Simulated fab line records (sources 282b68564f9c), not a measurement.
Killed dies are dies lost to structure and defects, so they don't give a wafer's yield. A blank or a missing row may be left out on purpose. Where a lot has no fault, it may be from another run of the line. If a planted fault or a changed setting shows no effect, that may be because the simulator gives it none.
Which of the tools did it?	flow rit cmos	route of 202 steps, sampled at 1 step: 14 lots, 42 wafers

WHAT EACH GAUGE READ, for each wafer
The record lacks any reading of a measuring or inspecting step that a usual standard deviation could be used to judge.

WHAT TOOL EACH LOT RAN ON (gives the tool, then ch and the chambers of the sampled wafers, and finally the start)
lot	RIT_PWELL_SOFTBAKE_02
L348	litho track-02 ch 0, day 1 21:43
L350	litho track-04 ch 0, day 2 08:05
L351	litho track-02 ch 0, day 2 12:25
L353	litho track-02 ch 0, day 3 00:44
L354	litho track-04 ch 0, day 3 05:50
L355	litho track-04 ch 0, day 3 08:32
L356	litho track-01 ch 0, day 3 16:50
L361	litho track-01 ch 0, day 4 14:13
L362	litho track-01 ch 0, day 4 22:46
L364	litho track-01 ch 0, day 5 07:54
L365	litho track-01 ch 0, day 5 14:07
L369	litho track-01 ch 0, day 6 09:10
L370	litho track-04 ch 0, day 6 13:44
L371	litho track-01 ch 0, day 6 20:07
- RIT_PWELL_SOFTBAKE_02: time 60 s.

WHAT THE TOOLS THEMSELVES READ (means of the sampled wafers that have a number; where no wafer has one, the mark that the record gives instead)
RIT_PWELL_SOFTBAKE_02.
lot	tool	heater power total W (W)	resist line temp C (C)	run length s (s)
L348	litho track-02	34.57	22.96	89.41
L350	litho track-04	34.64	23.03	89.23
L351	litho track-02	34.53	22.93	89.34
L353	litho track-02	34.58	22.93	89.32
L354	litho track-04	34.90	22.87	87.39
L355	litho track-04	34.95	22.90	87.43
L356	litho track-01	34.53	23.00	89.29
L361	litho track-01	34.56	23.04	89.23
L362	litho track-01	34.59	23.09	89.23
L364	litho track-01	34.59	23.01	89.22
L365	litho track-01	34.58	23.10	89.20
L369	litho track-01	34.57	22.96	89.25
L370	litho track-04	34.62	22.80	89.35
L371	litho track-01	34.59	23.05	89.19

THE ANSWER, worked out from the rows above alone
Rule: what is usual is taken from the lots themselves. Put in order of their means at a reading, lots are off if they are a third of the lots or fewer, leave a main group of 4 or more, and stand apart from it by a gap of 3 or more times the standard deviation of the main group's means; of several such gaps the widest counts. The tables above print the reading to a certain number of digits; a main group whose means all agree to those digits is not used. Also off: a lot with no number at a reading for which 4 or more lots have one. Where the step has rows for the other lots, those lots are counted as sound. First the gauges in route order, then the tools' own readings, where a lot's mean is used as printed above. At the first step where some lot is off, the reading lying furthest off is the one used; lots without a number count as furthest.
Off, at RIT_PWELL_SOFTBAKE_02 on run length s: L354, L355. Mean 89.27 s and standard deviation 0.066 in the main group.
If a tool, at that step or one of the process steps before it, ran each lot that is off and ran no sound lot following the first of them, it fits. Not one of the candidates tried fits.

WHAT WAS PUT IN BY THE SIMULATOR
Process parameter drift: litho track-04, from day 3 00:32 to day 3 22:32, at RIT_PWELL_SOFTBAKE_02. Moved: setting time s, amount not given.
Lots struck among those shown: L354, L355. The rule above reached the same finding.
